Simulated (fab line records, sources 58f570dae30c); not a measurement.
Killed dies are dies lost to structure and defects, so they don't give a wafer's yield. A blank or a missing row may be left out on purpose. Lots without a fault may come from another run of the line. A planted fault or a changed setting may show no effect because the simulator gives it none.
Which tool did it? | flow berkeley_cmos170 | 14 lots, 42 wafers sampled, at 4 steps of a route of 331

WHAT THE GAUGES READ, wafer by wafer
UCB170_NLDD_CD_MEAS_06: target cd 1200 nm. Usual: cd_nm 1199.8 nm, standard deviation 1.5.
lot  | measured     | on        | cd_nm (nm)           | flag
L560 | day 7 17:13  | cd_sem-02 | 1200.6 1200.7 1200.7 |
L561 | day 7 17:40  | cd_sem-02 | 1201.8 1202.0 1199.8 |
L558 | day 7 18:30  | cd_sem-01 | 1202.0 1203.0 1201.9 |
L556 | day 7 18:36  | cd_sem-02 | 1199.0 1199.3 1199.7 |
L562 | day 8 15:56  | cd_sem-01 | 1198.6 1198.4 1199.8 |
L563 | day 8 21:25  | cd_sem-01 | 1200.4 1200.5 1200.2 |
L565 | day 8 21:46  | cd_sem-01 | 1199.8 1199.7 1197.8 |
L566 | day 9 13:36  | cd_sem-01 | 1201.3 1200.9 1200.1 |
L567 | day 9 14:11  | cd_sem-02 | 1199.5 1199.8 1199.5 |
L570 | day 10 06:40 | cd_sem-02 | 1196.6 1197.8 1197.1 |
L569 | day 10 06:44 | cd_sem-02 | 1199.6 1198.7 1199.9 |
L576 | day 11 12:54 | cd_sem-02 | 1198.8 1197.0 1197.1 |
L579 | day 12 03:30 | cd_sem-02 | 1199.3 1199.4 1200.0 |
L578 | day 12 04:40 | cd_sem-01 | 1200.0 1199.2 1200.0 |

UCB170_V1_OVL_MEAS_13. Usual: V1_OVL 2 nm, standard deviation 4.7.
lot  | measured     | on         | V1_OVL (nm) | flag
L560 | day 8 20:59  | overlay-01 | 3 -2 0      |
L561 | day 8 21:40  | overlay-01 | 2 6 -1      |
L558 | day 8 23:07  | overlay-02 | 1 7 1       |
L556 | day 8 21:47  | overlay-02 | 11 3 4      |
L562 | day 9 14:06  | overlay-02 | -5 4 -4     |
L563 | day 9 22:19  | overlay-01 | -6 -7 -4    |
L565 | day 10 00:23 | overlay-02 | 2 0 5       |
L566 | day 10 13:43 | overlay-01 | -9 1 -4     |
L567 | day 10 15:10 | overlay-01 | 3 0 2       |
L570 | day 11 06:35 | overlay-02 | 3 5 -5      |
L569 | day 11 05:16 | overlay-01 | -5 -2 4     |
L576 | day 12 15:10 | overlay-01 | 3 -6 -1     |
L579 | day 13 03:05 | overlay-02 | 0 1 7       |
L578 | day 13 04:38 | overlay-01 | 10 3 -1     |

UCB170_V2_THK_MEAS_04. Usual: V2_POLISHED_THK 1000.0 nm, standard deviation 1.2.
lot  | measured     | on            | V2_POLISHED_THK (nm) | flag
L560 | day 9 01:23  | film_metro-02 | 1001.0 1001.3 1001.0 |
L561 | day 9 02:03  | film_metro-02 | 999.5 1001.1 999.1   |
L558 | day 9 03:00  | film_metro-03 | 1000.5 999.5 998.8   |
L556 | day 9 02:10  | film_metro-03 | 999.6 1000.3 1002.4  |
L562 | day 9 17:54  | film_metro-03 | 1001.4 1000.1 1000.5 |
L563 | day 10 02:27 | film_metro-02 | 999.9 1000.0 1000.1  |
L565 | day 10 07:01 | film_metro-02 | 999.0 999.8 998.4    |
L566 | day 10 18:05 | film_metro-04 | 999.0 999.7 998.3    |
L567 | day 10 19:23 | film_metro-02 | 999.8 1000.2 1000.2  |
L570 | day 11 11:04 | film_metro-02 | 1001.5 1001.6 998.3  |
L569 | day 11 08:52 | film_metro-02 | 1000.5 1000.7 1000.0 |
L576 | day 12 19:09 | film_metro-04 | 999.6 998.5 999.3    |
L579 | day 13 07:10 | film_metro-04 | 1001.0 1001.1 1000.8 |
L578 | day 13 08:21 | film_metro-04 | 1001.4 1002.0 1002.0 |

WHICH TOOL RAN EACH LOT (tool, then ch and the chambers of the sampled wafers, then the start)
lot  | UCB170_NSD_DEVELOP_05
L560 | litho_track-01 ch 0, day 8 04:00
L561 | litho_track-04 ch 0, day 8 04:00
L558 | litho_track-04 ch 0, day 8 04:00
L556 | litho_track-01 ch 0, day 8 04:00
L562 | litho_track-04 ch 0, day 8 23:00
L563 | litho_track-04 ch 0, day 9 09:00
L565 | litho_track-02 ch 0, day 9 09:00
L566 | litho_track-04 ch 0, day 10 00:00
L567 | litho_track-01 ch 0, day 10 00:00
L570 | litho_track-01 ch 0, day 10 15:00
L569 | litho_track-04 ch 0, day 10 15:00
L576 | litho_track-01, day 12 01:00
L579 | litho_track-02, day 12 13:00
L578 | litho_track-01 ch 0, day 12 14:00
- UCB170_NSD_DEVELOP_05: develop time 45 s.

WHAT THE TOOLS THEMSELVES READ (means of the sampled wafers that have a number; where no wafer has one, the mark that the record gives instead)
UCB170_NSD_DEVELOP_05. Usual: chill_plate_temp_C 23.01 C, standard deviation 0.12.
lot  | tool           | chill_plate_temp_C (C) | flag
L560 | litho_track-01 | 23.00                  |
L561 | litho_track-04 | 23.03                  |
L558 | litho_track-04 | 22.98                  |
L556 | litho_track-01 | 22.92                  |
L562 | litho_track-04 | 23.02                  |
L563 | litho_track-04 | 22.82                  |
L565 | litho_track-02 | 22.93                  |
L566 | litho_track-04 | 22.90                  |
L567 | litho_track-01 | 22.87                  |
L570 | litho_track-01 | 23.10                  |
L569 | litho_track-04 | 23.09                  |
L576 | litho_track-01 | -                      | OFF
L579 | litho_track-02 | -                      | OFF
L578 | litho_track-01 | 23.15                  |

THE ANSWER, worked out from the rows above alone
Rule: a lot is off if the mean of its wafers that have a number lies more than 3 standard deviations from the usual mean. A lot without any number at a reading at which 4 lots or more have one is off too. The other lots that the step has rows for count as sound. The gauges are gone through in route order, then the tools' own readings, and for those a lot's mean is taken as printed above. The first step at which some lot is off is used, and at that step the reading that is off furthest; a lot without a number counts as furthest.
Off: L576, L579, at UCB170_NSD_DEVELOP_05 (chill_plate_temp_C). Without a number there: L576, L579.
A tool fits if, at that step or a process step before it, it ran every lot that is off, and no sound lot after the first of them. None of those tried fits.

WHAT THE SIMULATOR HAD PUT IN
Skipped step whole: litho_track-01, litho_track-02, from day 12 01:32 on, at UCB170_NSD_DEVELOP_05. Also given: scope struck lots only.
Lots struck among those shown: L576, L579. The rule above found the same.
